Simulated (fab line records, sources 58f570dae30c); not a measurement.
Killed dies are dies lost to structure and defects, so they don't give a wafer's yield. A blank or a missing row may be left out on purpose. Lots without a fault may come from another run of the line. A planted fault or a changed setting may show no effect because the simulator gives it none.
fab line records | flow berkeley_cmos170
record lots=24 wafers=72 last_day=12
route steps=331 shown CONTACT@234 V1@255 M2@287 M3@310
lots that met no fault: from a run of the same line without faults
start_h: hours from the record's first day to the start of the lot's first wafer shown | wait_h: hours since the lot's step before | " the same as in the row above | L1.1+2: a row that stands for several wafers | - no value, or no start given | * or withheld: withheld | < > ~ a bound
route shown NAME@n: a module of which the file shows steps, and the number in the route of the first | usual: mean/standard deviation of fault-free wafers | same: alike in all rows | chamber/n: place in a boat | sites: the reading at each site | _std_site: their standard deviation | _edge_site: outer sites' mean less inner sites' | radius_mm: how far each site lies from the wafer's centre | mask NAME#n: copy n | behind: the tool/chamber that last shaped the wafer | hold: why the lot was held/for how many hours/how that ended | device: the transistor (n, p or np) that didn't switch | end of line: the same wafers' tests at the end of the route | a step without rows: its recipe alone | killed: dies lost to structure and defects at the first sort, not the wafer's yield | map: a wafer's dies, x killed, . not, _ none there
set.NAME: the setting as run; set.NAME@STEP: as run at that earlier step | model.NAME: the simulator's own value behind a step, which no gauge read
steps of the route over a sample of lots; a table a step, a row a wafer
services: from which hour (start_h, from the record's first day; less than 0 if before it) a tool's chamber was out of use, for how many hours, and why
## steps
# step UCB170_CONTACT_ETCH_18
# recipe chemistry=CHF3/CF4/Ar target=PSG stop_on=TiSi2 CHF3_flow_sccm=45 cf4_flow_sccm=15 Ar_flow_sccm=150 pressure_mtorr=200 rf_w=700 target_depth_a=8400 over_etch_frac=0.2 time_s=195
# usual drypump_motor_current_A=5.89/0.3 oes_product_au=0.898/0.014 throttle_valve_pct=6.99/0.1
# same time_s=195
# columns lot.wafer tool chamber start_h wait_h drypump_motor_current_A oes_product_au rf_hours_counter_h throttle_valve_pct
L074.2 rie_diel-02 3 - - 5.63 0.894 80 6.86
L074.3 " 1 " " 5.64 0.862 9 6.93
L074.5 " 2 " " 6.08 0.885 - 6.86
L076.1 rie_diel-01 1 - - 5.58 0.888 19 6.99
L076.2 " 3 " " 5.02 0.911 140 6.77
L076.5 " 2 " " 6.41 0.908 - 7.17
L075.1 rie_diel-04 1 - - 5.83 0.898 33 7.07
L075.2 " 0 " " 5.68 0.891 96 7.03
L075.5 " 3 " " 5.88 0.921 - 7.05
L079.1 rie_diel-01 1 - - 5.56 0.903 20 7.00
L079.3 " 0 " " 6.02 0.904 115 6.97
L079.5 " 1 " " 5.57 0.903 - 7.03
L077.2 rie_diel-02 1 - - 5.60 0.876 11 6.96
L077.5 " 3 " " 5.63 0.918 - 6.87
L077.6 " 1 " " 5.60 0.879 - 6.94
L078.2 rie_diel-04 2 - - 6.16 0.897 19 7.00
L078.4 " 3 " " 5.92 0.920 62 7.08
L078.6 " 2 " " 6.18 0.887 - 6.97
L080.3 rie_diel-01 0 - - 6.00 0.908 116 6.97
L080.4 " 0 " " 6.00 0.900 - 6.96
L080.6 " 2 " " 6.44 0.901 - 7.16
L081.3 rie_diel-02 3 - - 5.63 0.910 81 6.85
L081.5 " 0 " " 6.13 0.887 - 7.11
L081.6 " 3 " " 5.62 0.907 - 6.86
L082.2 rie_diel-02 0 - - 6.10 0.881 44 7.12
L082.4 " 2 " " 6.10 0.899 0 6.85
L082.5 " 3 " " 5.66 0.901 - 6.85
L086.1 rie_diel-02 0 - - 6.09 0.900 45 7.10
L086.2 " 3 " " 5.62 0.914 83 6.85
L086.6 " 0 " " 6.10 0.894 - 7.10
L085.1 rie_diel-02 3 - - 5.64 0.899 83 6.85
L085.2 " 2 " " 6.08 0.898 1 6.86
L085.5 " 0 " " 6.12 0.889 - 7.09
L084.3 rie_diel-01 2 - - 6.46 0.907 40 7.17
L084.4 " 3 " " 4.98 0.928 142 6.76
L084.6 " 1 " " 5.57 0.899 - 7.01
L083.1 rie_diel-02 3 - - 5.65 0.909 83 6.86
L083.4 " 2 " " 6.09 0.912 1 6.85
L083.5 " 3 " " 5.64 0.918 - 6.85
L087.2 rie_diel-04 2 - - 6.23 0.885 21 6.96
L087.3 " 3 " " 5.88 0.912 64 7.07
L087.5 " 2 " " 6.17 0.884 - 6.97
L088.1 rie_diel-02 1 - - 5.65 0.876 13 6.95
L088.2 " 2 " " 6.09 0.901 2 6.86
L088.3 " 0 " " 6.08 0.892 46 7.09
L089.1 rie_diel-04 0 - - 5.69 0.884 100 7.02
L089.2 " 3 " " 5.94 0.909 65 7.07
L089.4 " 1 " " 5.86 0.884 36 7.08
L091.3 rie_diel-04 0 - - 5.67 0.892 101 7.03
L091.4 " 3 " " 5.87 0.914 65 7.06
L091.5 " 1 " " 5.85 0.885 - 7.09
L094.1 rie_diel-01 0 - - 6.00 0.912 118 6.96
L094.4 " 0 " " 5.99 0.892 - 6.96
L094.6 " 1 " " 5.57 0.891 - 7.01
L092.3 rie_diel-04 3 - - 5.85 0.921 66 7.07
L092.4 " 0 " " 5.66 0.904 101 7.04
L092.5 " 3 " " 5.83 0.928 - 7.05
L093.1 rie_diel-01 2 - - 6.43 0.917 41 7.18
L093.2 " 1 " " 5.55 0.904 23 7.00
L093.5 " 2 " " 6.44 0.910 - 7.17
L090.2 rie_diel-02 2 - - 6.11 0.895 3 6.85
L090.5 " 0 " " 6.13 0.883 - 7.09
L090.6 " 1 " " 5.63 0.881 - 6.95
L095.1 rie_diel-01 0 - - 5.99 0.900 119 6.95
L095.2 " 2 " " 6.42 0.902 42 7.17
L095.3 " 1 " " 5.56 0.894 23 7.00
L096.1 rie_diel-02 2 - - 6.09 0.911 4 6.85
L096.3 " 1 " " 5.61 0.879 15 6.95
L096.5 " 0 " " 6.14 0.894 - 7.10
L097.1 rie_diel-04 1 - - 5.84 0.890 39 7.07
L097.2 " 0 " " 5.68 0.900 102 7.03
L097.6 " 0 " " 5.67 0.894 - 7.03
# step UCB170_V1_THK_MEAS_01
# recipe reads=SiO2_of_V1_CVD_00
# usual V1_TEOS_THK=1994/25
# columns lot.wafer tool chamber start_h wait_h V1_TEOS_THK[nm]
L074.2 film_metro-03 - 153.63 0.1 1971
L074.3 " - " " 1964
L074.5 " - " " 2011
L076.1 film_metro-02 - 163.64 0.1 2009
L076.2 " - " " 1980
L076.5 " - " " 2007
L075.1 film_metro-03 - 163.80 0.1 1983
L075.2 " - " " 1995
L075.5 " - " " 1991
L079.1 film_metro-03 - 180.98 0.1 1991
L079.3 " - " " 1980
L079.5 " - " " 2005
L077.2 film_metro-02 - 180.99 0.1 1918
L077.5 " - " " 1960
L077.6 " - " " 1963
L078.2 film_metro-04 - 181.00 0.1 1967
L078.4 " - " " 2010
L078.6 " - " " 1998
L080.3 film_metro-03 - 183.65 0.1 1974
L080.4 " - " " 2012
L080.6 " - " " 2017
L081.3 film_metro-04 - 183.65 0.1 2001
L081.5 " - " " 2000
L081.6 " - " " 2007
L082.2 film_metro-03 - 195.03 0.1 1980
L082.4 " - " " 1984
L082.5 " - " " 2002
L085.1 film_metro-02 - 209.95 0.1 2002
L085.2 " - " " 2003
L085.5 " - " " 2048
L086.1 film_metro-03 - 209.95 0.1 1964
L086.2 " - " " 1952
L086.6 " - " " 2012
L084.3 film_metro-04 - 209.97 0.1 1981
L084.4 " - " " 2040
L084.6 " - " " 2002
L083.1 film_metro-02 - 210.11 0.1 1949
L083.4 " - " " 2004
L083.5 " - " " 2003
L087.2 film_metro-03 - 214.98 0.1 1976
L087.3 " - " " 1991
L087.5 " - " " 2032
L088.1 film_metro-04 - 224.22 0.1 1981
L088.2 " - " " 1966
L088.3 " - " " 1995
L089.1 film_metro-03 - 224.22 0.1 1950
L089.2 " - " " 1982
L089.4 " - " " 2003
L091.3 film_metro-02 - 234.24 0.1 2034
L091.4 " - " " 2039
L091.5 " - " " 2030
L094.1 film_metro-02 - 240.02 0.1 1984
L094.4 " - " " 2022
L094.6 " - " " 1968
L092.3 film_metro-04 - 240.04 0.1 1999
L092.4 " - " " 2016
L092.5 " - " " 2018
L093.1 film_metro-02 - 240.08 0.1 2005
L093.2 " - " " 1958
L093.5 " - " " 1979
L090.2 film_metro-04 - 240.18 0.1 1979
L090.5 " - " " 2012
L090.6 " - " " 1988
L095.1 film_metro-02 - 252.08 0.1 1996
L095.2 " - " " 1968
L095.3 " - " " 2003
L096.1 film_metro-03 - 252.08 0.1 2020
L096.3 " - " " 1977
L096.5 " - " " 2007
L097.1 film_metro-03 - 263.84 0.1 1967
L097.2 " - " " 1984
L097.6 " - " " 2023
# step UCB170_M2_OVL_MEAS_16
# usual M2_OVL=0/6.9
# columns lot.wafer tool chamber start_h wait_h M2_OVL[nm]
L074.2 overlay-01 - 159.48 0.1 -4
L074.3 " - " " -7
L074.5 " - " " -6
L075.1 overlay-02 - 171.79 0.1 4
L075.2 " - " " 3
L075.5 " - " " 4
L076.1 overlay-01 - 171.87 0.1 4
L076.2 " - " " 5
L076.5 " - " " 4
L079.1 overlay-02 - 185.65 0.1 2
L079.3 " - " " 2
L079.5 " - " " 0
L077.2 overlay-01 - 186.05 0.1 9
L077.5 " - " " 5
L077.6 " - " " 5
L078.2 overlay-01 - 189.21 0.1 -4
L078.4 " - " " -2
L078.6 " - " " 3
L080.3 overlay-02 - 189.50 0.1 4
L080.4 " - " " 6
L080.6 " - " " 4
L081.3 overlay-01 - 189.98 0.1 0
L081.5 " - " " 4
L081.6 " - " " 4
L082.2 overlay-01 - 202.34 0.1 0
L082.4 " - " " 6
L082.5 " - " " -2
L086.1 overlay-02 - 215.98 0.1 0
L086.2 " - " " 0
L086.6 " - " " 1
L085.1 overlay-02 - 216.65 0.1 -18
L085.2 " - " " -10
L085.5 " - " " -11
L084.3 overlay-01 - 216.79 0.1 -10
L084.4 " - " " -10
L084.6 " - " " -11
L083.1 overlay-01 - 218.32 0.1 3
L083.4 " - " " -3
L083.5 " - " " 3
L087.2 overlay-01 - 222.55 0.1 -6
L087.3 " - " " -1
L087.5 " - " " -6
L088.1 overlay-02 - 230.03 0.1 -3
L088.2 " - " " 1
L088.3 " - " " -3
L089.1 overlay-01 - 230.32 0.1 5
L089.2 " - " " 1
L089.4 " - " " 0
L091.3 overlay-01 - 246.81 0.1 1
L091.4 " - " " -5
L091.5 " - " " -1
L094.1 overlay-02 - 247.41 0.1 3
L094.4 " - " " 3
L094.6 " - " " 4
L093.1 overlay-02 - 248.24 0.1 3
L093.2 " - " " 3
L093.5 " - " " 10
L092.3 overlay-01 - 248.61 0.1 5
L092.4 " - " " -3
L092.5 " - " " 2
L090.2 overlay-01 - 248.96 0.1 1
L090.5 " - " " -1
L090.6 " - " " -8
L095.1 overlay-01 - 256.96 0.1 -20
L095.2 " - " " -8
L095.3 " - " " -18
L096.1 overlay-02 - 257.29 0.1 15
L096.3 " - " " 7
L096.5 " - " " 13
L097.1 overlay-01 - 268.73 0.1 0
L097.2 " - " " 2
L097.6 " - " " -5
# step UCB170_M3_SPUTTER_01
# recipe material=Al target_thk_nm=900 time_s=120 power_w=6000 chamber_pressure_pa=0.5
# usual throttle_valve_pct=30.1/1.4
# same time_s=120
# columns lot.wafer tool chamber start_h wait_h throttle_valve_pct
L074.2 pvd_sputter-01 - 163.38 0.0 32.1
L074.3 " - " " 30.6
L074.5 " - " " 29.9
L076.1 pvd_sputter-03 - 175.20 0.0 30.8
L076.2 " - " " 29.4
L076.5 " - " " 30.8
L075.1 pvd_sputter-01 - 175.43 0.0 31.9
L075.2 " - " " 30.2
L075.5 " - " " 30.9
L079.1 pvd_sputter-01 - 188.84 0.0 29.9
L079.3 " - " " 32.4
L079.5 " - " " 30.7
L077.2 pvd_sputter-04 - 189.43 0.0 31.2
L077.5 " - " " 31.5
L077.6 " - " " 30.2
L078.2 pvd_sputter-01 - 193.63 0.0 30.7
L078.4 " - " " 32.5
L078.6 " - " " 29.7
L080.3 pvd_sputter-03 - 194.11 0.0 27.6
L080.4 " - " " 30.8
L080.6 " - " " 29.3
L081.3 pvd_sputter-04 - 194.23 0.0 30.8
L081.5 " - " " 30.3
L081.6 " - " " 27.8
L082.2 pvd_sputter-03 - 205.28 0.0 31.5
L082.4 " - " " 27.9
L082.5 " - " " 27.1
L086.1 pvd_sputter-03 - 220.27 0.0 27.5
L086.2 " - " " 30.7
L086.6 " - " " 29.3
L085.1 pvd_sputter-04 - 220.63 0.0 30.2
L085.2 " - " " 27.6
L085.5 " - " " 30.2
L084.3 pvd_sputter-01 - 221.23 0.0 29.7
L084.4 " - " " 30.9
L084.6 " - " " 30.2
L083.1 pvd_sputter-03 - 221.83 0.0 31.1
L083.4 " - " " 31.0
L083.5 " - " " 31.0
L087.2 pvd_sputter-04 - 226.10 0.0 31.6
L087.3 " - " " 30.4
L087.5 " - " " 27.6
L088.1 pvd_sputter-03 - 232.93 0.0 29.5
L088.2 " - " " 31.0
L088.3 " - " " 31.1
L089.1 pvd_sputter-04 - 233.48 0.0 30.2
L089.2 " - " " 31.4
L089.4 " - " " 30.6
L091.3 pvd_sputter-04 - 250.78 0.0 30.3
L091.4 " - " " 30.1
L091.5 " - " " 30.5
L094.1 pvd_sputter-01 - 250.90 0.0 32.2
L094.4 " - " " 29.9
L094.6 " - " " 30.6
L093.1 pvd_sputter-03 - 251.83 0.0 30.7
L093.2 " - " " 27.4
L093.5 " - " " 29.2
L092.3 pvd_sputter-04 - 252.13 0.0 27.3
L092.4 " - " " 30.0
L092.5 " - " " 27.8
L090.2 pvd_sputter-01 - 252.68 0.0 29.9
L090.5 " - " " 29.5
L090.6 " - " " 28.9
L095.1 pvd_sputter-04 - 259.90 0.0 27.4
L095.2 " - " " 31.4
L095.3 " - " " 30.5
L096.1 pvd_sputter-03 - 260.46 0.0 27.7
L096.3 " - " " 29.7
L096.5 " - " " 29.6
L097.1 pvd_sputter-04 - 273.98 0.0 30.0
L097.2 " - " " 27.6
L097.6 " - " " 30.5
# step UCB170_M3_THK_MEAS_03
# recipe thk_meas_gauge=xrf reads=Al_of_M3_SPUTTER_01
# usual M3_AL_THK=913/10
# columns lot.wafer tool chamber start_h wait_h M3_AL_THK[nm]
L074.2 film_metro-03 - 163.59 0.1 908
L074.3 " - " " 910
L074.5 " - " " 904
L076.1 film_metro-01 - 175.41 0.1 923
L076.2 " - " " 912
L076.5 " - " " 928
L075.1 film_metro-03 - 175.63 0.1 908
L075.2 " - " " 905
L075.5 " - " " 908
L079.1 film_metro-03 - 189.05 0.1 883
L079.3 " - " " 900
L079.5 " - " " 895
L077.2 film_metro-01 - 189.66 0.1 905
L077.5 " - " " 904
L077.6 " - " " 910
L078.2 film_metro-04 - 193.84 0.1 909
L078.4 " - " " 921
L078.6 " - " " 902
L080.3 film_metro-03 - 194.33 0.1 907
L080.4 " - " " 915
L080.6 " - " " 912
L081.3 film_metro-04 - 194.45 0.1 920
L081.5 " - " " 927
L081.6 " - " " 927
L082.2 film_metro-04 - 205.49 0.1 940
L082.4 " - " " 913
L082.5 " - " " 921
L086.1 film_metro-01 - 220.47 0.1 896
L086.2 " - " " 908
L086.6 " - " " 898
L085.1 film_metro-04 - 220.83 0.1 907
L085.2 " - " " 924
L085.5 " - " " 910
L084.3 film_metro-03 - 221.45 0.1 899
L084.4 " - " " 894
L084.6 " - " " 892
L083.1 film_metro-01 - 222.03 0.1 901
L083.4 " - " " 921
L083.5 " - " " 913
L087.2 film_metro-03 - 226.31 0.1 902
L087.3 " - " " 896
L087.5 " - " " 909
L088.1 film_metro-04 - 233.13 0.1 911
L088.2 " - " " 913
L088.3 " - " " 917
L089.1 film_metro-01 - 233.68 0.1 909
L089.2 " - " " 906
L089.4 " - " " 907
L091.3 film_metro-03 - 251.00 0.1 921
L091.4 " - " " 925
L091.5 " - " " 923
L094.1 film_metro-04 - 251.10 0.1 919
L094.4 " - " " 907
L094.6 " - " " 918
L093.1 film_metro-01 - 252.03 0.1 923
L093.2 " - " " 920
L093.5 " - " " 925
L092.3 film_metro-04 - 252.35 0.1 909
L092.4 " - " " 912
L092.5 " - " " 911
L090.2 film_metro-03 - 252.89 0.1 904
L090.5 " - " " 905
L090.6 " - " " 917
L095.1 film_metro-01 - 260.11 0.1 925
L095.2 " - " " 928
L095.3 " - " " 917
L096.1 film_metro-04 - 260.66 0.1 899
L096.3 " - " " 918
L096.5 " - " " 908
L097.1 film_metro-03 - 274.19 0.1 922
L097.2 " - " " 925
L097.6 " - " " 928
# step UCB170_M3_STRIP_19
# recipe chemistry=O2 power_w=400 pressure_mtorr=3500 platen_temp_c=withheld o2_flow_sccm=400 overash_fraction=0.5
# usual drypump_motor_current_A=5.7/0.68 oes_product_au=0.549/0.014
# columns lot.wafer tool chamber start_h wait_h drypump_motor_current_A oes_product_au rf_hours_counter_h
L074.2 plasma_asher-03 0 168.11 0.1 6.0 0.560 46
L074.3 " 0 " " 5.9 0.550 -
L074.5 " 1 " " 6.6 0.549 -
L076.1 plasma_asher-03 1 177.83 0.1 6.6 0.540 48
L076.2 " 0 " " 6.0 0.564 48
L076.5 " 0 " " 5.9 0.540 -
L075.1 plasma_asher-02 0 178.56 0.1 6.5 0.536 40
L075.2 " 1 " " 5.5 0.540 40
L075.5 " 0 " " 6.5 0.545 -
L079.1 plasma_asher-01 0 192.27 0.1 4.9 0.544 51
L079.3 " 1 " " 4.9 0.537 -
L079.5 " 0 " " 4.9 0.540 -
L077.2 plasma_asher-02 1 193.47 0.1 5.5 0.535 42
L077.5 " 1 " " 5.5 0.538 -
L077.6 " 0 " " 6.5 0.544 -
L078.2 plasma_asher-02 1 198.64 0.1 5.5 0.587 43
L078.4 " 1 " " 5.5 0.587 -
L078.6 " 1 " " 5.5 0.546 -
L080.3 plasma_asher-01 0 198.79 0.1 4.9 0.548 -
L080.4 " 1 " " 4.8 0.553 -
L080.6 " 0 " " 4.9 0.560 -
L081.3 plasma_asher-01 1 199.15 0.1 4.8 0.549 -
L081.5 " 0 " " 4.9 0.540 -
L081.6 " 1 " " 4.9 0.553 -
L082.2 plasma_asher-03 0 207.94 0.1 6.0 0.557 52
L082.4 " 1 " " 6.6 0.541 -
L082.5 " 0 " " 5.9 0.566 -
L086.1 plasma_asher-01 0 223.81 0.1 4.9 0.547 55
L086.2 " 1 " " 4.9 0.577 55
L086.6 " 0 " " 4.9 0.580 -
L085.1 plasma_asher-02 0 224.09 0.1 6.5 0.531 45
L085.2 " 1 " " 5.5 0.541 45
L085.5 " 0 " " 6.5 0.546 -
L084.3 plasma_asher-01 0 224.73 0.1 4.9 0.548 -
L084.4 " 1 " " 4.8 0.540 -
L084.6 " 0 " " 4.9 0.558 -
L083.1 plasma_asher-02 1 224.98 0.1 5.5 0.537 45
L083.4 " 0 " " 6.4 0.535 -
L083.5 " 1 " " 5.5 0.527 -
L087.2 plasma_asher-02 1 229.06 0.1 5.5 0.543 46
L087.3 " 1 " " 5.5 0.544 -
L087.5 " 1 " " 5.5 0.550 -
L088.1 plasma_asher-01 0 235.86 0.1 4.9 0.551 56
L088.2 " 1 " " 4.8 0.548 56
L088.3 " 0 " " 4.9 0.534 -
L089.1 plasma_asher-01 0 236.20 0.1 4.9 0.530 56
L089.2 " 1 " " 4.8 0.553 56
L089.4 " 1 " " 4.8 0.535 -
L091.3 plasma_asher-02 1 253.57 0.1 5.5 0.525 -
L091.4 " 0 " " 6.5 0.575 -
L091.5 " 0 " " 6.5 0.573 -
L094.1 plasma_asher-03 1 253.98 0.1 6.7 0.556 57
L094.4 " 0 " " 6.0 0.540 -
L094.6 " 1 " " 6.6 0.541 -
L093.1 plasma_asher-01 0 254.81 0.1 4.9 0.549 58
L093.2 " 1 " " 4.8 0.562 58
L093.5 " 0 " " 4.9 0.553 -
L092.3 plasma_asher-03 0 255.57 0.1 6.0 0.534 -
L092.4 " 1 " " 6.6 0.587 -
L092.5 " 1 " " 6.6 0.545 -
L090.2 plasma_asher-02 1 255.77 0.1 5.5 0.555 49
L090.5 " 0 " " 6.5 0.546 -
L090.6 " 1 " " 5.5 0.539 -
L095.1 plasma_asher-02 0 265.78 0.1 6.5 0.570 50
L095.2 " 1 " " 5.5 0.552 50
L095.3 " 1 " " 5.5 0.533 -
L096.1 plasma_asher-03 0 265.90 0.1 5.9 0.539 58
L096.3 " 1 " " 6.6 0.544 -
L096.5 " 1 " " 6.6 0.546 -
L097.1 plasma_asher-02 0 276.94 0.3 6.5 0.546 51
L097.2 " 1 " " 5.5 0.553 51
L097.6 " 0 " " 6.5 0.551 -
## services
# columns tool chamber start_h hours kind
pvd_sputter-03 - 142.91 5.2 repair
plasma_asher-01 - 150.84 1.0 repair
plasma_asher-02 - 169.86 0.7 repair
rie_diel-01 3 171.07 14.4 repair
rie_diel-02 2 171.44 - clean
rie_diel-02 2 171.44 12.8 scheduled_down
rie_diel-02 2 171.44 12.8 vent_cycle
pvd_sputter-04 - 173.16 5.1 repair
rie_diel-01 2 195.64 4.6 repair
plasma_asher-01 - 196.21 2.0 repair
rie_diel-04 3 201.22 1.5 repair
rie_diel-04 1 202.19 10.0 repair
plasma_asher-02 - 205.58 7.6 repair
rie_diel-01 - 220.96 2.8 pm
rie_diel-01 3 225.28 - clean
rie_diel-01 3 225.28 20.6 scheduled_down
rie_diel-01 3 225.28 20.6 vent_cycle
rie_diel-02 3 225.44 14.4 repair
plasma_asher-02 - 225.83 0.4 repair
rie_diel-01 - 232.77 1.1 repair
rie_diel-02 2 236.87 5.0 repair
rie_diel-04 2 244.57 6.6 repair
## key
fault none
